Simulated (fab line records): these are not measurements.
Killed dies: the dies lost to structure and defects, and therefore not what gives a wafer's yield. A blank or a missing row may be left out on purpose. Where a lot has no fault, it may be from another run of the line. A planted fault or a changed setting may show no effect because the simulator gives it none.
The tool behind it: which one? | flow berkeley-cmos170 | 14 lots with 42 wafers sampled at 5 steps, on a route of 331 steps

## WHAT THE GAUGES READ, wafer by wafer
UCB170_M3_CD_MEAS_90 targets a cd of 700 nm.
lot  | measured     | on        | cd-nm (nm)
L211 | day 8 13:03  | cd-sem-01 | 698.7 702.2 702.7
L213 | day 9 04:10  | cd-sem-01 | 704.8 704.1 704.7
L215 | day 9 15:53  | cd-sem-01 | 702.6 700.0 697.5
L216 | day 9 20:11  | cd-sem-02 | 696.1 700.8 696.2
L214 | day 10 00:44 | cd-sem-01 | 703.6 703.0 702.8
L218 | day 10 09:40 | cd-sem-01 | 703.6 709.3 698.8
L225 | day 11 14:58 | cd-sem-02 | 708.0 699.8 706.9
L228 | day 12 16:30 | cd-sem-02 | 699.9 698.2 702.0
L229 | day 12 18:38 | cd-sem-02 | 706.2 702.4 703.4
L231 | day 13 05:28 | cd-sem-02 | 700.7 699.4 699.2
L233 | day 13 05:55 | cd-sem-02 | 702.2 700.5 701.2
L230 | day 13 11:23 | cd-sem-01 | 701.5 700.5 701.8
L232 | day 13 10:47 | cd-sem-02 | 702.1 702.9 700.6
L234 | day 14 02:35 | cd-sem-02 | 697.7 698.4 697.4

## WHAT TOOL EACH LOT RAN ON (gives the tool, then ch and the chambers of the sampled wafers, and finally the start)
lot  | UCB170_V1_CMP_02              | UCB170_M3_COAT_10                 | UCB170_M3_ETCH_17                  | UCB170_M3_STRIP_19
L211 | cmp-01 ch 1,3, day 8 02:08    | litho-track-03 ch 0, day 8 11:00  | rie-diel-01 ch 1,2,3, day 8 12:43  | plasma-asher-01 ch 0,1, day 8 12:57
L213 | cmp-02 ch 0,2,3, day 8 16:33  | litho-track-02 ch 0, day 9 02:00  | rie-diel-04 ch 1,2, day 9 03:49    | plasma-asher-04 ch 0,1, day 9 04:03
L215 | cmp-01 ch 0,1, day 9 05:28    | litho-track-02 ch 0, day 9 14:00  | rie-diel-03 ch 1,2,3, day 9 15:34  | plasma-asher-04 ch 0,1, day 9 15:47
L216 | cmp-02 ch 0,1,2, day 9 08:04  | litho-track-03 ch 0, day 9 18:00  | rie-diel-03 ch 0,1,3, day 9 19:51  | plasma-asher-04 ch 0,1, day 9 20:05
L214 | cmp-01 ch 0,2,3, day 9 09:27  | litho-track-02 ch 0, day 9 23:00  | rie-diel-03 ch 0,1,2, day 10 00:23 | plasma-asher-01 ch 0,1, day 10 00:37
L218 | cmp-02 ch 0,3, day 9 20:53    | litho-track-02 ch 0, day 10 07:00 | rie-diel-04 ch 0,1, day 10 09:17   | plasma-asher-01 ch 0,1, day 10 09:33
L225 | cmp-01 ch 1,2,3, day 11 02:55 | litho-track-03 ch 0, day 11 13:00 | rie-diel-04 ch 1,2, day 11 14:32   | plasma-asher-03 ch 0,1, day 11 14:46
L228 | cmp-02 ch 0,3, day 12 05:22   | litho-track-03 ch 0, day 12 15:00 | rie-diel-04 ch 0,3, day 12 16:08   | plasma-asher-03 ch 0,1, day 12 16:24
L229 | cmp-02 ch 0,1,2, day 12 06:49 | litho-track-04 ch 0, day 12 17:00 | rie-diel-01 ch 0,2, day 12 18:18   | plasma-asher-04 ch 0, day 12 18:32
L231 | cmp-01 ch 2,3, day 12 18:19   | litho-track-02 ch 0, day 13 04:00 | rie-diel-01 ch 1,2,3, day 13 05:07 | plasma-asher-01 ch 0,1, day 13 05:20
L233 | cmp-02 ch 0,2, day 12 19:42   | litho-track-03 ch 0, day 13 04:00 | rie-diel-01 ch 0,2,3, day 13 05:34 | plasma-asher-04 ch 1, day 13 05:47
L230 | cmp-01 ch 1,2, day 12 20:59   | litho-track-04 ch 0, day 13 10:00 | rie-diel-03 ch 0,2,3, day 13 11:01 | plasma-asher-04 ch 0,1, day 13 11:16
L232 | cmp-02 ch 1,2, day 12 21:02   | litho-track-02 ch 0, day 13 09:00 | rie-diel-01 ch 0,1,3, day 13 10:28 | plasma-asher-01 ch 0,1, day 13 10:41
L234 | cmp-02 ch 0,1,2, day 13 14:05 | litho-track-02 ch 0, day 14 01:00 | rie-diel-01 ch 0,3, day 14 02:12   | plasma-asher-03 ch 0,1, day 14 02:28
- UCB170_V1_CMP_02: polishes SiO2.
- UCB170_M3_COAT_10: resist thk 900 nm.
- UCB170_M3_ETCH_17: etches BARC in N2/H2.
- UCB170_M3_STRIP_19: strips in O2.

## WHAT THE TOOLS THEMSELVES READ (means of the sampled wafers that have a number; where no wafer has one, the mark that the record gives instead)
UCB170_V1_CMP_02.
lot  | tool   | motor-current-A (A)
L211 | cmp-01 | 16.5
L213 | cmp-02 | 17.5
L215 | cmp-01 | 17.2
L216 | cmp-02 | 17.5
L214 | cmp-01 | 17.5
L218 | cmp-02 | 19.2
L225 | cmp-01 | 16.7
L228 | cmp-02 | 18.9
L229 | cmp-02 | 17.3
L231 | cmp-01 | 16.2
L233 | cmp-02 | 15.2
L230 | cmp-01 | 16.7
L232 | cmp-02 | 16.1
L234 | cmp-02 | 17.0

UCB170_M3_COAT_10.
lot  | tool           | chill-plate-temp-C (C) | spin-speed-rpm (rpm)
L211 | litho-track-03 | 23.19                  | 1499.5
L213 | litho-track-02 | 23.01                  | 1499.4
L215 | litho-track-02 | 23.10                  | 1499.8
L216 | litho-track-03 | 22.90                  | 1500.7
L214 | litho-track-02 | 23.10                  | 1338.9
L218 | litho-track-02 | 22.99                  | 1340.2
L225 | litho-track-03 | 22.96                  | 1500.5
L228 | litho-track-03 | 23.06                  | 1500.3
L229 | litho-track-04 | 22.96                  | 1499.3
L231 | litho-track-02 | 23.10                  | 1500.5
L233 | litho-track-03 | 23.01                  | 1500.7
L230 | litho-track-04 | 22.91                  | 1500.6
L232 | litho-track-02 | 22.92                  | 1500.1
L234 | litho-track-02 | 22.88                  | 1499.3

UCB170_M3_ETCH_17.
lot  | tool        | drypump-motor-current-A (A) | h2-flow-sccm (sccm) | oes-product-au (a.u.) | throttle-valve-pct (%)
L211 | rie-diel-01 | 6.1                         | 200.3               | 0.982                 | 13.30
L213 | rie-diel-04 | 6.0                         | 199.0               | 0.980                 | 13.40
L215 | rie-diel-03 | 5.6                         | 199.9               | 1.003                 | 13.34
L216 | rie-diel-03 | 5.4                         | 199.8               | 0.992                 | 13.21
L214 | rie-diel-03 | 5.2                         | 200.5               | 1.007                 | 13.43
L218 | rie-diel-04 | 6.1                         | 199.6               | 0.961                 | 13.29
L225 | rie-diel-04 | 6.0                         | 200.1               | 0.972                 | 13.39
L228 | rie-diel-04 | 5.7                         | 200.1               | 0.979                 | 13.34
L229 | rie-diel-01 | 5.8                         | 200.3               | 0.967                 | 13.41
L231 | rie-diel-01 | 6.1                         | 199.7               | 0.994                 | 13.30
L233 | rie-diel-01 | 5.8                         | 200.3               | 0.985                 | 13.45
L230 | rie-diel-03 | 5.4                         | 199.4               | 1.015                 | 13.35
L232 | rie-diel-01 | 5.9                         | 200.2               | 0.984                 | 13.45
L234 | rie-diel-01 | 5.7                         | 199.9               | 0.984                 | 13.59

UCB170_M3_STRIP_19.
lot  | tool            | drypump-motor-current-A (A) | oes-product-au (a.u.)
L211 | plasma-asher-01 | 5.95                        | 0.551
L213 | plasma-asher-04 | 5.63                        | 0.569
L215 | plasma-asher-04 | 5.65                        | 0.540
L216 | plasma-asher-04 | 5.77                        | 0.546
L214 | plasma-asher-01 | 5.73                        | 0.623
L218 | plasma-asher-01 | 5.70                        | 0.599
L225 | plasma-asher-03 | 5.87                        | 0.550
L228 | plasma-asher-03 | 5.85                        | 0.532
L229 | plasma-asher-04 | 5.52                        | 0.572
L231 | plasma-asher-01 | 5.98                        | 0.540
L233 | plasma-asher-04 | 5.93                        | 0.546
L230 | plasma-asher-04 | 5.65                        | 0.535
L232 | plasma-asher-01 | 5.69                        | 0.561
L234 | plasma-asher-03 | 5.81                        | 0.545

## THE ANSWER, worked out from the rows above alone
Rule: the usual values come from the lots themselves. The widest of any qualifying gaps counts: lots, ordered by their means at a reading, are off when they make up no more than a third of the lots, leave a main group of 4 or more, and stand apart from it by 3 or more times the standard deviation of that group's means. Not used: any main group whose means are identical at the precision the tables above print for the reading. A lot without any number at a reading at which 4 lots or more have one is off too. Any other lot the step has rows for is counted as sound. After the gauges, taken in route order, come the tools' own readings; for these a lot's mean is taken, as printed above. The first step at which some lot is off is used, and at that step the reading that is off furthest; a lot without a number counts as furthest.
Off at UCB170_M3_COAT_10 (spin-speed-rpm): L214, L218. Mean 1500.1 rpm and standard deviation 0.54 in the main group.
If a tool, at that step or one of the process steps before it, ran each lot that is off and ran no sound lot following the first of them, it fits. None of those tried fits.

## WHAT WAS PUT IN BY THE SIMULATOR
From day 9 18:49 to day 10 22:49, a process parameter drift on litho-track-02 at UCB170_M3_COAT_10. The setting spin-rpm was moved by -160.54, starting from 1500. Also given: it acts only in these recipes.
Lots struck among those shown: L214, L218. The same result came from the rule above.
